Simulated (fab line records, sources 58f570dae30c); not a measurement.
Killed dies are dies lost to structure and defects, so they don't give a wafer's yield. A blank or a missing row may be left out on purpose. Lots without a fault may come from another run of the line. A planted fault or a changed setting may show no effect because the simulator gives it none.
Which tool did it? | flow berkeley_cmos170 | 7 lots, 21 wafers sampled, at 1 step of a route of 331

WHAT THE GAUGES READ, wafer by wafer
UCB170_M1_CD_MEAS_90: target cd 700 nm.
lot  | measured     | on        | cd_nm (nm)
L734 | day 7 17:27  | cd_sem-01 | 694.3 700.6 694.3
L737 | day 8 04:28  | cd_sem-01 | 702.8 697.0 703.0
L739 | day 8 15:41  | cd_sem-02 | 697.3 705.2 696.3
L742 | day 9 11:58  | cd_sem-01 | 699.6 697.5 698.8
L746 | day 9 22:19  | cd_sem-01 | 695.6 698.3 697.4
L754 | day 11 15:02 | cd_sem-01 | 705.9 699.1 698.7
L755 | day 11 18:24 | cd_sem-02 | 706.0 705.0 700.4

WHICH TOOL RAN EACH LOT (tool, then ch and the chambers of the sampled wafers, then the start)
The record holds no process step before these readings.

THE ANSWER, worked out from the rows above alone
Rule: what is usual is taken from the lots themselves. Put in order of their means at a reading, lots are off if they are a third of the lots or fewer, leave a main group of 4 or more, and stand apart from it by a gap of 3 or more times the standard deviation of the main group's means; of several such gaps the widest counts. A main group whose means are all the same, to the digits that the tables above print for the reading, isn't used. A lot without any number at a reading at which 4 lots or more have one is off too. The other lots that the step has rows for count as sound.
No lot is off at any reading shown: from this, nothing can be told.

WHAT THE SIMULATOR HAD PUT IN
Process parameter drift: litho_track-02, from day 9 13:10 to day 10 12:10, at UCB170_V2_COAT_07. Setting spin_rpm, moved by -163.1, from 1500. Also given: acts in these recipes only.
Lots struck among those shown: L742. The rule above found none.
